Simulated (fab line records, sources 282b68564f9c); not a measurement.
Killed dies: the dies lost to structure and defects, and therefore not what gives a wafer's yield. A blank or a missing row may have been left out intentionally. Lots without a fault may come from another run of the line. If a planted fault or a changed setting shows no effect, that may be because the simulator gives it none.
fab line records + flow rit_cmos
record:
- lots: 14
- wafers: 42
- last_day: 8
route steps=202 shown NSD@140 PSD@152
lots untouched by any fault: they come from a run of this same line in which no faults occurred
start_h: the number of hours between the record's first day and the start of the first shown wafer of the lot + wait_h: how many hours have passed since the lot's step before this one + " unchanged from the row above + L1.1+2: a row that stands for several wafers + - value missing, or start not given + * or withheld: withheld + < > ~ a bound
route shown NAME@n: NAME is a module with steps in the file, n the number in the route of the first one + usual: mean/standard deviation taken from wafers without a fault + same: alike in all rows + chamber/n: place in a boat + sites: per-site readings + _std_site: standard deviation across them + _edge_site: the outer-site mean with the inner-site mean subtracted + radius_mm: for every site, how far away it sits from the centre of the wafer + mask NAME#n: copy n + behind: the last tool/chamber to shape the wafer + hold: cause of the lot's hold/its duration in hours/its outcome + device: which transistor (n, p or np) failed to switch + end of line: at the end of the route, the tests of the same wafers + a step without rows: its recipe alone + killed: not the wafer's yield, but the dies lost to structure and defects at the first sort + map: a wafer's dies, x killed, . not, _ none there
set.NAME: the run value of the setting; set.NAME@STEP: its run value at that earlier step + model.NAME: the simulator's own value behind a step, which no gauge read
one table for each step of the route and one row for each wafer, over a sample of lots
services: when a tool's chamber went out of use (start_h, in hours from the record's first day, below 0 if earlier), for how many hours, and the reason
== steps ==
step: RIT_NSD_STRIP_09
recipe:
- chemistry: O2
- time_s: 180
- resist: NOVOLAK
- platen_temp_c: withheld
- power_w: 500
- pressure_mtorr: 4000
- o2_flow_sccm: 4000
usual:
- chamber_pressure_mTorr: 4000/3.4
- drypump_motor_current_A: 6.2/0.51
| lot.wafer | tool            | chamber | start_h | wait_h | chamber_pressure_mTorr | drypump_motor_current_A | rf_hours_counter_h |
|-----------|-----------------|---------|---------|--------|------------------------|-------------------------|--------------------|
| L297.3    | plasma_asher-01 | 1       | 58.50   | 0.1    | 3997                   | 5.7                     | -                  |
| L297.5    | "               | 0       | "       | "      | 3997                   | 6.8                     | -                  |
| L297.6    | "               | 1       | "       | "      | 4007                   | 5.8                     | -                  |
| L298.1    | plasma_asher-01 | 0       | 64.19   | 0.1    | 3999                   | 6.8                     | 27                 |
| L298.3    | "               | 0       | "       | "      | 3999                   | 6.8                     | -                  |
| L298.6    | "               | 0       | "       | "      | 3995                   | 6.8                     | -                  |
| L301.2    | plasma_asher-02 | 0       | 77.19   | 0.1    | 3996                   | 6.5                     | 43                 |
| L301.5    | "               | 1       | "       | "      | 3998                   | 6.8                     | -                  |
| L301.6    | "               | 0       | "       | "      | 3997                   | 6.5                     | -                  |
| L302.3    | plasma_asher-03 | 1       | 88.01   | 0.1    | 3999                   | 5.5                     | -                  |
| L302.5    | "               | 0       | "       | "      | 3994                   | 5.9                     | -                  |
| L302.6    | "               | 1       | "       | "      | 3998                   | 5.5                     | -                  |
| L303.1    | plasma_asher-01 | 0       | 96.05   | 0.1    | 3997                   | 6.8                     | 30                 |
| L303.2    | "               | 1       | "       | "      | 3999                   | 5.8                     | 30                 |
| L303.6    | "               | 0       | "       | "      | 4005                   | 6.7                     | -                  |
| L305.2    | plasma_asher-01 | 0       | 100.92  | 0.1    | 4003                   | 6.8                     | 30                 |
| L305.4    | "               | 1       | "       | "      | 3995                   | 5.7                     | -                  |
| L305.5    | "               | 1       | "       | "      | 4005                   | 5.7                     | -                  |
| L306.3    | plasma_asher-01 | 0       | 108.01  | 0.1    | 3992                   | 6.8                     | -                  |
| L306.5    | "               | 0       | "       | "      | 3998                   | 6.8                     | -                  |
| L306.6    | "               | 1       | "       | "      | 4003                   | 5.7                     | -                  |
| L307.1    | plasma_asher-02 | 1       | 119.51  | 0.1    | -                      | -                       | -                  |
| L307.3    | "               | 1       | "       | "      | -                      | -                       | -                  |
| L307.4    | "               | 0       | "       | "      | -                      | -                       | -                  |
| L308.2    | plasma_asher-01 | 1       | 125.45  | 0.1    | -                      | -                       | -                  |
| L308.3    | "               | 0       | "       | "      | -                      | -                       | -                  |
| L308.4    | "               | 1       | "       | "      | -                      | -                       | -                  |
| L317.1    | plasma_asher-02 | 1       | 164.79  | 0.1    | 4000                   | 6.8                     | 52                 |
| L317.5    | "               | 1       | "       | "      | 3998                   | 6.8                     | -                  |
| L317.6    | "               | 0       | "       | "      | 4001                   | 6.5                     | -                  |
| L316.2    | plasma_asher-02 | 0       | 167.25  | 0.1    | 4006                   | 6.5                     | 52                 |
| L316.4    | "               | 0       | "       | "      | 4003                   | 6.5                     | -                  |
| L316.5    | "               | 0       | "       | "      | 3999                   | 6.5                     | -                  |
| L318.2    | plasma_asher-03 | 0       | 167.58  | 0.1    | 4008                   | 5.9                     | 6                  |
| L318.3    | "               | 1       | "       | "      | 4002                   | 5.5                     | -                  |
| L318.4    | "               | 0       | "       | "      | 4000                   | 5.9                     | -                  |
| L319.1    | plasma_asher-03 | 1       | 169.18  | 0.1    | 3999                   | 5.5                     | 6                  |
| L319.2    | "               | 0       | "       | "      | 3998                   | 5.9                     | 6                  |
| L319.3    | "               | 0       | "       | "      | 4003                   | 5.8                     | -                  |
| L320.3    | plasma_asher-01 | 1       | 172.47  | 0.1    | 4003                   | 5.7                     | -                  |
| L320.4    | "               | 0       | "       | "      | 4002                   | 6.8                     | -                  |
| L320.6    | "               | 0       | "       | "      | 4002                   | 6.8                     | -                  |
step: RIT_PSD_TW_MEAS_10
usual:
- PSD_TW: 3459/20
| lot.wafer | tool          | chamber | start_h | wait_h | PSD_TW |
|-----------|---------------|---------|---------|--------|--------|
| L297.3    | film_metro-01 | -       | 60.16   | 0.1    | 3446   |
| L297.5    | "             | -       | "       | "      | 3452   |
| L297.6    | "             | -       | "       | "      | 3459   |
| L298.1    | film_metro-04 | -       | 65.79   | 0.1    | 3456   |
| L298.3    | "             | -       | "       | "      | 3478   |
| L298.6    | "             | -       | "       | "      | 3467   |
| L301.2    | film_metro-04 | -       | 78.92   | 0.1    | 3494   |
| L301.5    | "             | -       | "       | "      | 3495   |
| L301.6    | "             | -       | "       | "      | 3487   |
| L302.3    | film_metro-01 | -       | 89.69   | 0.1    | 3483   |
| L302.5    | "             | -       | "       | "      | 3465   |
| L302.6    | "             | -       | "       | "      | 3473   |
| L303.1    | film_metro-02 | -       | 97.65   | 0.1    | 3451   |
| L303.2    | "             | -       | "       | "      | 3458   |
| L303.6    | "             | -       | "       | "      | 3427   |
| L305.2    | film_metro-01 | -       | 102.52  | 0.1    | 3495   |
| L305.4    | "             | -       | "       | "      | 3486   |
| L305.5    | "             | -       | "       | "      | 3503   |
| L306.3    | film_metro-02 | -       | 109.81  | 0.1    | 3433   |
| L306.5    | "             | -       | "       | "      | 3428   |
| L306.6    | "             | -       | "       | "      | 3427   |
| L307.1    | film_metro-01 | -       | 121.25  | 0.1    | 30     |
| L307.3    | "             | -       | "       | "      | 30     |
| L307.4    | "             | -       | "       | "      | 30     |
| L308.2    | film_metro-01 | -       | 127.29  | 0.1    | 30     |
| L308.3    | "             | -       | "       | "      | 30     |
| L308.4    | "             | -       | "       | "      | 30     |
| L317.1    | film_metro-02 | -       | 166.46  | 0.1    | 3450   |
| L317.5    | "             | -       | "       | "      | 3430   |
| L317.6    | "             | -       | "       | "      | 3420   |
| L316.2    | film_metro-01 | -       | 169.13  | 0.1    | 3433   |
| L316.4    | "             | -       | "       | "      | 3447   |
| L316.5    | "             | -       | "       | "      | 3446   |
| L318.2    | film_metro-02 | -       | 169.53  | 0.1    | 3440   |
| L318.3    | "             | -       | "       | "      | 3432   |
| L318.4    | "             | -       | "       | "      | 3444   |
| L319.1    | film_metro-01 | -       | 171.09  | 0.1    | 3423   |
| L319.2    | "             | -       | "       | "      | 3441   |
| L319.3    | "             | -       | "       | "      | 3440   |
| L320.3    | film_metro-01 | -       | 174.03  | 0.1    | 3442   |
| L320.4    | "             | -       | "       | "      | 3436   |
| L320.6    | "             | -       | "       | "      | 3462   |
== services ==
| tool            | chamber | start_h | hours | kind       |
|-----------------|---------|---------|-------|------------|
| plasma_asher-03 | -       | 67.92   | 1.6   | repair     |
| plasma_asher-03 | -       | 108.75  | 9.0   | pm         |
| plasma_asher-03 | 0       | 108.75  | 9.0   | vent_cycle |
| plasma_asher-03 | 1       | 108.75  | 9.0   | vent_cycle |
| plasma_asher-03 | 0       | 117.75  | -     | clean      |
| plasma_asher-03 | 1       | 117.75  | -     | clean      |
| plasma_asher-02 | -       | 126.86  | 2.8   | pm         |
| plasma_asher-01 | -       | 132.82  | 4.3   | pm         |
== key ==
first_sign:
- step: RIT_NSD_STRIP_09
- reading: tool_record
- direction: missing
effect:
- step: RIT_PSD_TW_MEAS_10
- reading: PSD_TW
- direction: down
- sigmas: 99+
- usual: 3459
- struck: 30
met_at RIT_NSD_STRIP_09
struck_lots L307,L308
sort_left_out L307.1,L307.3,L307.4,L308.2,L308.3,L308.4
tester_left_out L307,L308
onset_between 108.01 119.51
fault:
- kind: skipped_step_whole
- tool: plasma_asher-01,plasma_asher-02
- chamber: -
- onset_h: 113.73
- steps: RIT_NSD_STRIP_09
- scope: struck_lots_only
tester_left_out: of these lots the tester's yield and bins aren't shown, on N5 and GAA mostly nor the transistor test; their killed dies are dies lost to structure and defects alone, not to doping, threshold or leakage, so they don't give the yield
sort_left_out: the simulated sort isn't trusted on such a fault, so these wafers' sort isn't shown, and their yield isn't known
